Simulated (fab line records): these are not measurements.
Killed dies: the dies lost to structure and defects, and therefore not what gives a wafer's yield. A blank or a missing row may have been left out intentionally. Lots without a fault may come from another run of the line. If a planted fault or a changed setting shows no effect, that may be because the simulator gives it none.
fab line records	flow berkeley_cmos170	part 1 of 2: steps 1 to 25 of 37
record: lots: 5	wafers: 15	last_day: 12
route steps=331 shown CONTACT@230 M1@238 V1@254
lots untouched by any fault: they come from a run of this same line in which no faults occurred
start_h: hours from the record's opening day to when the first of the lot's shown wafers began	wait_h: time in hours since the lot's previous step	" identical to the entry in the row above	L1.1+2: a row that stands for several wafers	- no value, or no start was given	* or withheld: withheld	< > ~ a bound
route shown NAME@n: NAME is a module with steps in the file, n the number in the route of the first one	usual: average and standard deviation across the fault-free wafers	same: alike in all rows	chamber/n: place in a boat	sites: per-site readings	_std_site: their standard deviation	_edge_site: mean of outer sites minus mean of inner sites	radius_mm: for every site, how far away it sits from the centre of the wafer	mask NAME#n: copy n	behind: the tool/chamber that last shaped the wafer	hold: what put the lot on hold/how long, in hours/how the hold closed	device: which transistor (n, p or np) failed to switch	end of line: tests run on the same wafers once the route is complete	a step with no rows: only its recipe	killed: dies that structure and defects cost at the first sort, which is not the same as the wafer's yield	map: shows each die of a wafer: x if killed, . if not, _ if none is there
set.NAME: the run value of the setting; set.NAME@STEP: its run value at that earlier step	model.NAME: the simulator's own value behind a step, which no gauge read
lots seen at some steps along the route; tables by step, rows by wafer
services: the hour from which a tool's chamber was out of use, counted from the record's first day as start_h (under 0 if before that day), plus the number of hours and why
== steps ==
step: UCB170_CONTACT_DEVELOP_14
recipe: developer: TMAH	develop_time_s: 45	resist: KrF	dev_temp_c: 21
lot.wafer	tool	chamber	start_h	wait_h
L075.1+2+4	litho_track-03	0	-	-
L074.1+2+5	litho_track-03	0	-	-
L081.2+3+5	litho_track-03	0	-	-
L082.1+4+5	litho_track-04	0	-	-
L094.1+2+6	litho_track-04	0	-	-
step: UCB170_CONTACT_CD_MEAS_15
recipe: target_cd_nm: 700
usual: cd_nm: 700.0/1.4
lot.wafer	tool	chamber	start_h	wait_h	cd_nm
L075.1	cd_sem-02	-	163.44	-	700.6
L075.2	"	-	"	"	699.4
L075.4	"	-	"	"	700.5
L074.1	cd_sem-01	-	177.42	-	698.9
L074.2	"	-	"	"	698.6
L074.5	"	-	"	"	698.9
L081.2	cd_sem-02	-	214.45	-	700.1
L081.3	"	-	"	"	699.9
L081.5	"	-	"	"	700.2
L082.1	cd_sem-01	-	218.57	-	697.2
L082.4	"	-	"	"	697.3
L082.5	"	-	"	"	698.3
L094.1	cd_sem-02	-	278.56	-	701.6
L094.2	"	-	"	"	700.7
L094.6	"	-	"	"	699.7
step: UCB170_CONTACT_OVL_MEAS_16
usual: CONTACT_OVL: 4/5.1
lot.wafer	tool	chamber	start_h	wait_h	CONTACT_OVL[nm]
L075.1	overlay-02	-	163.56	0.1	12
L075.2	"	-	"	"	11
L075.4	"	-	"	"	15
L074.1	overlay-02	-	177.54	0.1	11
L074.2	"	-	"	"	2
L074.5	"	-	"	"	6
L081.2	overlay-02	-	214.55	0.1	12
L081.3	"	-	"	"	14
L081.5	"	-	"	"	8
L082.1	overlay-02	-	218.69	0.1	2
L082.4	"	-	"	"	8
L082.5	"	-	"	"	1
L094.1	overlay-01	-	278.68	0.1	-2
L094.2	"	-	"	"	-3
L094.6	"	-	"	"	-2
step: UCB170_CONTACT_ETCH_17
recipe: chemistry: N2/H2	target_depth_a: withheld	overetch_a: withheld	target: BARC	time_s: withheld	source_w: 500	bias_w: 100	pressure_mtorr: 30	n2_flow_sccm: 100	h2_flow_sccm: 200
usual: drypump_motor_current_A: 5.6/0.5	h2_flow_sccm: 200.0/0.62	oes_product_au: 0.994/0.018	throttle_valve_pct: 13.31/0.15
lot.wafer	tool	chamber	start_h	wait_h	drypump_motor_current_A	h2_flow_sccm	oes_product_au	throttle_valve_pct
L075.1	rie_diel-02	1	163.59	0.0	6.2	201.1	1.020	13.43
L075.2	"	3	"	"	5.5	200.3	0.988	13.36
L075.4	"	2	"	"	6.0	199.6	1.005	13.44
L074.1	rie_diel-01	0	177.58	0.0	5.2	200.2	0.990	12.93
L074.2	"	2	"	"	5.5	200.6	0.956	13.51
L074.5	"	1	"	"	5.2	199.6	0.997	13.06
L081.2	rie_diel-01	3	214.58	0.0	5.1	200.2	0.981	13.22
L081.3	"	2	"	"	5.4	200.5	0.959	13.50
L081.5	"	2	"	"	5.5	201.1	0.956	13.49
L082.1	rie_diel-03	2	218.73	0.0	4.9	199.7	1.012	13.31
L082.4	"	3	"	"	6.2	200.9	0.986	13.18
L082.5	"	1	"	"	6.5	200.7	1.016	13.44
L094.1	rie_diel-03	1	278.72	0.0	6.5	200.0	1.020	13.45
L094.2	"	0	"	"	5.7	200.0	0.994	13.43
L094.6	"	1	"	"	6.6	199.3	1.013	13.44
step: UCB170_CONTACT_ETCH_18
recipe: chemistry: CHF3/CF4/Ar	target: PSG	stop_on: TiSi2	CHF3_flow_sccm: 45	cf4_flow_sccm: 15	Ar_flow_sccm: 150	pressure_mtorr: 200	rf_w: 700	target_depth_a: 8400	over_etch_frac: 0.2	time_s: 195
usual: drypump_motor_current_A: 5.6/0.51	oes_product_au: 0.893/0.014	throttle_valve_pct: 6.91/0.11
lot.wafer	tool	chamber	start_h	wait_h	drypump_motor_current_A	oes_product_au	rf_hours_counter_h	throttle_valve_pct
L075.1	rie_diel-02	1	-	-	6.2	0.910	137	6.96
L075.2	"	3	"	"	5.5	0.876	113	6.92
L075.4	"	2	"	"	6.0	0.894	100	6.96
L074.1	rie_diel-01	0	-	-	5.2	0.906	124	6.74
L074.2	"	2	"	"	5.5	0.886	66	7.01
L074.5	"	1	"	"	5.2	0.908	-	6.80
L081.2	rie_diel-01	3	-	-	5.1	0.890	4	6.83
L081.3	"	2	"	"	5.5	0.872	67	6.99
L081.5	"	2	"	"	5.5	0.880	-	7.01
L082.1	rie_diel-03	2	-	-	4.9	0.900	116	6.91
L082.4	"	3	"	"	6.2	0.882	142	6.75
L082.5	"	1	"	"	6.6	0.903	-	7.06
L094.1	rie_diel-03	1	-	-	6.6	0.923	116	7.05
L094.2	"	0	"	"	5.7	0.910	124	7.06
L094.6	"	1	"	"	6.6	0.914	-	7.04
step: UCB170_CONTACT_STRIP_19
recipe: chemistry: O2	power_w: 400	pressure_mtorr: 3500	platen_temp_c: withheld	o2_flow_sccm: 400	overash_fraction: 0.5
usual: drypump_motor_current_A: 5.7/0.51	o2_flow_sccm: 400.3/1.1	oes_product_au: 0.726/0.0042
lot.wafer	tool	chamber	start_h	wait_h	drypump_motor_current_A	o2_flow_sccm	oes_product_au	rf_hours_counter_h
L075.1	plasma_asher-02	1	163.76	-	5.3	401.3	0.734	46
L075.2	"	0	"	"	6.3	400.8	0.718	46
L075.4	"	1	"	"	5.3	401.3	0.725	-
L074.1	plasma_asher-01	0	177.74	-	5.1	399.4	0.724	38
L074.2	"	1	"	"	6.2	401.6	0.723	38
L074.5	"	0	"	"	5.1	401.6	0.732	-
L081.2	plasma_asher-04	0	214.75	-	6.0	398.6	0.728	10
L081.3	"	1	"	"	5.3	399.7	0.732	-
L081.5	"	0	"	"	6.0	398.9	0.730	-
L082.1	plasma_asher-04	1	218.89	-	5.3	401.0	0.733	10
L082.4	"	1	"	"	5.3	402.0	0.725	-
L082.5	"	0	"	"	6.0	401.3	0.726	-
L094.1	plasma_asher-01	1	278.89	-	6.2	397.7	0.726	48
L094.2	"	0	"	"	5.1	402.3	0.725	48
L094.6	"	0	"	"	5.0	400.2	0.730	-
step: UCB170_CONTACT_CD_MEAS_90
recipe: target_cd_nm: 700
usual: cd_nm: 700.0/1.7
lot.wafer	tool	chamber	start_h	wait_h	cd_nm
L075.1	cd_sem-02	-	163.86	0.1	701.1
L075.2	"	-	"	"	699.4
L075.4	"	-	"	"	699.5
L074.1	cd_sem-01	-	177.84	0.1	698.8
L074.2	"	-	"	"	697.8
L074.5	"	-	"	"	698.5
L081.2	cd_sem-02	-	214.87	0.1	699.6
L081.3	"	-	"	"	698.8
L081.5	"	-	"	"	699.0
L082.1	cd_sem-01	-	218.99	0.1	697.5
L082.4	"	-	"	"	695.3
L082.5	"	-	"	"	699.5
L094.1	cd_sem-02	-	278.99	0.1	702.9
L094.2	"	-	"	"	700.3
L094.6	"	-	"	"	699.9
step: UCB170_CONTACT_CLEAN_20
recipe: chemistry: SPM	temp_c: 120	time_s: 600
usual: temp_c: 120.01/0.12
lot.wafer	tool	chamber	start_h	wait_h	temp_c
L075.1	wet_bench-01	3	163.98	0.1	120.06
L075.2	"	3	"	"	120.02
L075.4	"	3	"	"	120.01
L074.1	wet_bench-03	0	177.96	0.1	119.99
L074.2	"	0	"	"	119.98
L074.5	"	0	"	"	119.87
L081.2	wet_bench-01	3	214.98	0.1	120.12
L081.3	"	3	"	"	120.03
L081.5	"	3	"	"	120.11
L082.1	wet_bench-02	1	219.19	0.2	120.04
L082.4	"	1	"	"	119.81
L082.5	"	1	"	"	119.86
L094.1	wet_bench-03	3	279.11	0.1	120.03
L094.2	"	3	"	"	119.97
L094.6	"	3	"	"	119.95
step: UCB170_M1_SPUTTER_00
recipe: material: Al	target_thk_nm: 600	time_s: 80	power_w: 6000	chamber_pressure_pa: 0.5
usual: throttle_valve_pct: 30.1/1.1
lot.wafer	tool	chamber	start_h	wait_h	throttle_valve_pct
L075.1	pvd_sputter-04	-	164.16	0.0	30.0
L075.2	"	-	"	"	28.4
L075.4	"	-	"	"	30.6
L074.1	pvd_sputter-04	-	178.14	0.0	30.7
L074.2	"	-	"	"	30.1
L074.5	"	-	"	"	29.8
L081.2	pvd_sputter-04	-	215.17	0.0	28.1
L081.3	"	-	"	"	30.8
L081.5	"	-	"	"	30.0
L082.1	pvd_sputter-03	-	219.36	0.0	30.1
L082.4	"	-	"	"	31.4
L082.5	"	-	"	"	30.2
L094.1	pvd_sputter-04	-	279.30	0.0	30.1
L094.2	"	-	"	"	29.8
L094.6	"	-	"	"	30.7
step: UCB170_M1_RS_MEAS_01
recipe: thk_meas_gauge: four-point-probe	reads: Al_of_M1_SPUTTER_00
usual: M1_AL_RS: 0.0485/0.00056
lot.wafer	tool	chamber	start_h	wait_h	M1_AL_RS[ohm/sq]
L075.1	film_metro-02	-	164.22	0.0	0.0476
L075.2	"	-	"	"	0.0482
L075.4	"	-	"	"	0.0485
L074.1	film_metro-03	-	178.20	0.0	0.0491
L074.2	"	-	"	"	0.0490
L074.5	"	-	"	"	0.0488
L081.2	film_metro-02	-	215.25	0.1	0.0486
L081.3	"	-	"	"	0.0490
L081.5	"	-	"	"	0.0486
L082.1	film_metro-02	-	219.42	0.0	0.0484
L082.4	"	-	"	"	0.0488
L082.5	"	-	"	"	0.0481
L094.1	film_metro-01	-	279.36	0.0	0.0483
L094.2	"	-	"	"	0.0478
L094.6	"	-	"	"	0.0480
step: UCB170_M1_THK_MEAS_02
recipe: thk_meas_gauge: xrf	reads: Al_of_M1_SPUTTER_00
usual: M1_AL_THK: 592/7
lot.wafer	tool	chamber	start_h	wait_h	M1_AL_THK[nm]
L075.1	film_metro-02	-	164.34	0.1	602
L075.2	"	-	"	"	592
L075.4	"	-	"	"	590
L074.1	film_metro-03	-	178.32	0.1	583
L074.2	"	-	"	"	586
L074.5	"	-	"	"	591
L081.2	film_metro-02	-	215.36	0.1	590
L081.3	"	-	"	"	591
L081.5	"	-	"	"	590
L082.1	film_metro-02	-	219.54	0.1	593
L082.4	"	-	"	"	590
L082.5	"	-	"	"	597
L094.1	film_metro-01	-	279.48	0.1	594
L094.2	"	-	"	"	597
L094.6	"	-	"	"	598
step: UCB170_M1_COAT_03
recipe: resist: BARC	temp_c: withheld	time_s: withheld	spin_rpm: 3000	resist_thk_nm: withheld
lot.wafer	tool	chamber	start_h	wait_h
L075.1+2+4	litho_track-01	0	164.40	0.1
L074.1+2+5	litho_track-03	0	178.49	0.2
L081.2+3+5	litho_track-03	0	215.44	0.1
L082.1+4+5	litho_track-03	0	219.60	0.1
L094.1+2+6	litho_track-01	0	279.77	0.3
step: UCB170_M1_COAT_04
recipe: resist: KrF	spin_rpm: 1500	resist_thk_nm: 900
lot.wafer	tool	chamber	start_h	wait_h
L075.1+2+4	litho_track-01	0	-	-
L074.1+2+5	litho_track-03	0	-	-
L081.2+3+5	litho_track-03	0	-	-
L082.1+4+5	litho_track-03	0	-	-
L094.1+2+6	litho_track-01	0	-	-
step: UCB170_M1_SOFTBAKE_05
recipe: resist: KrF	temp_c: 130	time_s: 60
usual: heater_power_total_W: 56.81/0.046
lot.wafer	tool	chamber	start_h	wait_h	heater_power_total_W
L075.1	litho_track-01	0	-	-	56.78
L075.2	"	0	"	"	56.79
L075.4	"	0	"	"	56.84
L074.1	litho_track-03	0	-	-	56.74
L074.2	"	0	"	"	56.80
L074.5	"	0	"	"	56.74
L081.2	litho_track-03	0	-	-	56.82
L081.3	"	0	"	"	56.86
L081.5	"	0	"	"	56.83
L082.1	litho_track-03	0	-	-	56.88
L082.4	"	0	"	"	56.85
L082.5	"	0	"	"	56.75
L094.1	litho_track-01	0	-	-	56.87
L094.2	"	0	"	"	56.91
L094.6	"	0	"	"	56.87
step: UCB170_M1_EXPOSE_06
recipe: mask_id: METAL1	target_cd_nm: 700	na: 0.5	sigma_outer: 0.6	source_shape: conventional	dose_mj: 21
usual: reticle_temp_C: 22.99/0.11
same: na: 0.5
lot.wafer	tool	chamber	start_h	wait_h	mask	reticle_temp_C
L075.1	krf_scanner-02	0	165.03	-	METAL1#0	22.90
L075.2	"	0	"	"	METAL1#0	23.16
L075.4	"	0	"	"	METAL1#0	22.99
L074.1	krf_scanner-01	0	179.07	-	METAL1#0	22.88
L074.2	"	0	"	"	METAL1#0	22.95
L074.5	"	0	"	"	METAL1#0	23.03
L081.2	krf_scanner-01	0	215.88	-	METAL1#0	22.76
L081.3	"	0	"	"	METAL1#0	22.81
L081.5	"	0	"	"	METAL1#0	22.89
L082.1	krf_scanner-02	0	220.05	-	METAL1#0	22.89
L082.4	"	0	"	"	METAL1#0	23.08
L082.5	"	0	"	"	METAL1#0	22.95
L094.1	krf_scanner-02	0	280.22	-	METAL1#0	23.02
L094.2	"	0	"	"	METAL1#0	23.04
L094.6	"	0	"	"	METAL1#0	22.87
step: UCB170_M1_PEB_07
recipe: peb_temp_c: 130	peb_time_s: withheld	resist: KrF
usual: heater_power_total_W: 56.80/0.045
lot.wafer	tool	chamber	start_h	wait_h	heater_power_total_W
L075.1	litho_track-03	0	165.14	0.1	56.84
L075.2	"	0	"	"	56.77
L075.4	"	0	"	"	56.84
L074.1	litho_track-01	0	179.19	0.1	56.76
L074.2	"	0	"	"	56.72
L074.5	"	0	"	"	56.83
L081.2	litho_track-02	0	216.15	0.2	56.88
L081.3	"	0	"	"	56.77
L081.5	"	0	"	"	56.72
L082.1	litho_track-01	0	220.17	0.1	56.82
L082.4	"	0	"	"	56.76
L082.5	"	0	"	"	56.81
L094.1	litho_track-02	0	280.52	0.3	56.85
L094.2	"	0	"	"	56.73
L094.6	"	0	"	"	56.77
step: UCB170_M1_DEVELOP_08
recipe: developer: TMAH	develop_time_s: 45	resist: KrF	dev_temp_c: 21
lot.wafer	tool	chamber	start_h	wait_h
L075.1+2+4	litho_track-03	0	-	-
L074.1+2+5	litho_track-01	0	-	-
L081.2+3+5	litho_track-02	0	-	-
L082.1+4+5	litho_track-01	0	-	-
L094.1+2+6	litho_track-02	0	-	-
step: UCB170_M1_CD_MEAS_09
recipe: target_cd_nm: 700
usual: cd_nm: 700.3/1.5
lot.wafer	tool	chamber	start_h	wait_h	cd_nm
L075.1	cd_sem-02	-	165.49	-	702.4
L075.2	"	-	"	"	701.6
L075.4	"	-	"	"	700.5
L074.1	cd_sem-02	-	179.46	-	700.6
L074.2	"	-	"	"	701.0
L074.5	"	-	"	"	700.2
L081.2	cd_sem-02	-	216.42	-	701.3
L081.3	"	-	"	"	702.0
L081.5	"	-	"	"	701.9
L082.1	cd_sem-01	-	220.45	-	698.9
L082.4	"	-	"	"	699.5
L082.5	"	-	"	"	699.5
L094.1	cd_sem-02	-	280.79	-	700.4
L094.2	"	-	"	"	701.1
L094.6	"	-	"	"	698.7
step: UCB170_M1_OVL_MEAS_10
usual: M1_OVL: -1/5.6
lot.wafer	tool	chamber	start_h	wait_h	M1_OVL[nm]
L075.1	overlay-01	-	165.61	0.1	-7
L075.2	"	-	"	"	6
L075.4	"	-	"	"	0
L074.1	overlay-01	-	179.58	0.1	5
L074.2	"	-	"	"	-5
L074.5	"	-	"	"	8
L081.2	overlay-01	-	216.52	0.1	5
L081.3	"	-	"	"	-4
L081.5	"	-	"	"	6
L082.1	overlay-02	-	220.57	0.1	4
L082.4	"	-	"	"	-2
L082.5	"	-	"	"	-1
L094.1	overlay-02	-	280.91	0.1	-9
L094.2	"	-	"	"	-15
L094.6	"	-	"	"	-11
step: UCB170_M1_ETCH_11
recipe: chemistry: N2/H2	target_depth_a: withheld	overetch_a: withheld	target: BARC	time_s: withheld	source_w: 500	bias_w: 100	pressure_mtorr: 30	n2_flow_sccm: 100	h2_flow_sccm: 200
usual: drypump_motor_current_A: 5.6/0.43	h2_flow_sccm: 200.0/0.53	oes_product_au: 0.994/0.016	throttle_valve_pct: 13.26/0.2
lot.wafer	tool	chamber	start_h	wait_h	drypump_motor_current_A	h2_flow_sccm	oes_product_au	throttle_valve_pct
L075.1	rie_diel-01	2	165.65	0.0	5.5	199.7	0.953	13.51
L075.2	"	1	"	"	5.2	199.3	1.000	13.06
L075.4	"	0	"	"	5.2	200.0	0.991	12.95
L074.1	rie_diel-04	2	179.62	0.0	5.8	200.3	1.012	13.27
L074.2	"	0	"	"	5.9	200.6	0.994	13.11
L074.5	"	3	"	"	4.9	199.7	1.012	13.51
L081.2	rie_diel-04	0	216.55	0.0	5.9	199.0	0.987	13.08
L081.3	"	3	"	"	4.9	200.3	1.013	13.53
L081.5	"	3	"	"	4.9	199.7	1.023	13.52
L082.1	rie_diel-02	0	220.61	0.0	5.6	199.4	0.975	13.27
L082.4	"	0	"	"	5.6	199.8	0.965	13.27
L082.5	"	2	"	"	6.0	199.6	1.012	13.43
L094.1	rie_diel-04	3	280.95	0.0	4.9	199.3	1.011	13.49
L094.2	"	1	"	"	6.6	200.6	1.010	12.96
L094.6	"	2	"	"	5.7	200.1	1.008	13.26
step: UCB170_M1_METAL_ETCH_12
recipe: chemistry: Cl2/BCl3	target: Al	stop_on: PSG	pressure_mtorr: 12	target_depth_a: 7800	over_etch_frac: 0.3	time_s: 136.3	icp_w: 600	bias_w: 120	Cl2_flow_sccm: 90	bcl3_flow_sccm: 45
usual: drypump_motor_current_A: 5.8/0.41	oes_product_au: 0.855/0.012	throttle_valve_pct: 24.41/0.28
lot.wafer	tool	chamber	start_h	wait_h	drypump_motor_current_A	oes_product_au	rf_hours_counter_h	throttle_valve_pct
L075.1	rie_metal-04	0	165.69	-	6.3	0.880	1.6	24.63
L075.2	"	1	"	"	6.2	0.858	5.5	24.59
L075.4	"	1	"	"	6.1	0.853	-	24.60
L074.1	rie_metal-02	1	179.66	-	5.5	0.840	4.3	23.94
L074.2	"	0	"	"	5.1	0.830	6.8	24.74
L074.5	"	1	"	"	5.6	0.851	-	23.94
L081.2	rie_metal-03	0	216.60	-	6.2	0.843	10.4	24.17
L081.3	"	0	"	"	6.2	0.851	-	24.17
L081.5	"	0	"	"	6.2	0.847	-	24.17
L082.1	rie_metal-04	1	220.65	-	6.1	0.859	6.8	24.60
L082.4	"	1	"	"	6.1	0.857	-	24.59
L082.5	"	1	"	"	6.1	0.863	-	24.60
L094.1	rie_metal-02	1	280.99	-	5.6	0.859	6.2	23.96
L094.2	"	0	"	"	5.1	0.839	8.7	24.72
L094.6	"	1	"	"	5.6	0.851	-	23.96
step: UCB170_M1_STRIP_13
recipe: chemistry: O2	power_w: 400	pressure_mtorr: 3500	platen_temp_c: withheld	o2_flow_sccm: 400	overash_fraction: 0.5
usual: drypump_motor_current_A: 5.5/0.55	o2_flow_sccm: 399.9/1	oes_product_au: 0.719/0.0047
lot.wafer	tool	chamber	start_h	wait_h	drypump_motor_current_A	o2_flow_sccm	oes_product_au	rf_hours_counter_h
L075.1	plasma_asher-03	1	165.82	0.1	4.9	399.9	0.709	43
L075.2	"	0	"	"	6.0	399.7	0.721	43
L075.4	"	1	"	"	4.8	400.0	0.722	-
L074.1	plasma_asher-03	1	179.79	0.1	4.8	399.7	0.719	44
L074.2	"	0	"	"	6.0	400.6	0.717	44
L074.5	"	0	"	"	6.0	400.8	0.722	-
L081.2	plasma_asher-02	1	216.73	0.1	5.3	400.7	0.722	51
L081.3	"	1	"	"	5.3	402.2	0.710	-
L081.5	"	0	"	"	6.3	400.2	0.724	-
L082.1	plasma_asher-03	1	220.78	0.1	4.8	400.9	0.714	47
L082.4	"	1	"	"	4.8	400.0	0.731	-
L082.5	"	0	"	"	6.0	399.6	0.708	-
L094.1	plasma_asher-03	0	281.13	0.1	6.0	399.8	0.717	54
L094.2	"	1	"	"	4.8	399.6	0.721	54
L094.6	"	1	"	"	4.8	398.6	0.718	-
step: UCB170_M1_CD_MEAS_90
recipe: target_cd_nm: 700
usual: cd_nm: 699.5/2.3
lot.wafer	tool	chamber	start_h	wait_h	cd_nm
L075.1	cd_sem-02	-	165.92	0.1	703.1
L075.2	"	-	"	"	701.0
L075.4	"	-	"	"	696.6
L074.1	cd_sem-01	-	179.89	0.1	698.2
L074.2	"	-	"	"	697.9
L074.5	"	-	"	"	698.2
L081.2	cd_sem-02	-	216.85	0.1	700.2
L081.3	"	-	"	"	701.5
L081.5	"	-	"	"	701.3
L082.1	cd_sem-02	-	220.93	0.1	697.1
L082.4	"	-	"	"	696.7
L082.5	"	-	"	"	695.8
L094.1	cd_sem-02	-	281.23	0.1	699.3
L094.2	"	-	"	"	702.0
L094.6	"	-	"	"	696.8
step: UCB170_M1_ANNEAL_14
recipe: temp_c: 400	time_s: 1200	ambient: forming_gas
usual: spike_tc_load_C: 415.4/1
lot.wafer	tool	chamber	start_h	wait_h	spike_tc_load_C
L075.1	furnace-03	0	166.04	0.1	416.3
L075.2	"	0	"	"	417.1
L075.4	"	0	"	"	413.6
L074.1	furnace-03	0	180.01	0.1	415.8
L074.2	"	0	"	"	415.3
L074.5	"	0	"	"	415.9
L081.2	furnace-03	0	216.95	0.1	414.8
L081.3	"	0	"	"	416.2
L081.5	"	0	"	"	415.8
L082.1	furnace-03	0	222.28	1.3	414.1
L082.4	"	0	"	"	412.4
L082.5	"	0	"	"	416.9
L094.1	furnace-03	0	281.90	0.7	416.1
L094.2	"	0	"	"	415.6
L094.6	"	0	"	"	415.4
step: UCB170_V1_CVD_00
recipe: material: SiO2	target_thk_nm: 2000	temp_c: 390	precursor: TEOS/O2	time_s: 250	rf_w: 550	pressure_mtorr: 9000
usual: heater_power_w: 254/61
lot.wafer	tool	chamber	start_h	wait_h	heater_power_w
L075.1	pecvd-03	1	167.37	0.0	280
L075.2	"	2	"	"	374
L075.4	"	2	"	"	287
L074.1	pecvd-02	2	181.35	0.0	248
L074.2	"	1	"	"	160
L074.5	"	2	"	"	329
L081.2	pecvd-03	2	218.28	0.0	355
L081.3	"	0	"	"	374
L081.5	"	1	"	"	213
L082.1	pecvd-02	0	223.62	0.0	222
L082.4	"	0	"	"	166
L082.5	"	1	"	"	215
L094.1	pecvd-01	1	283.23	0.0	313
L094.2	"	2	"	"	282
L094.6	"	0	"	"	192
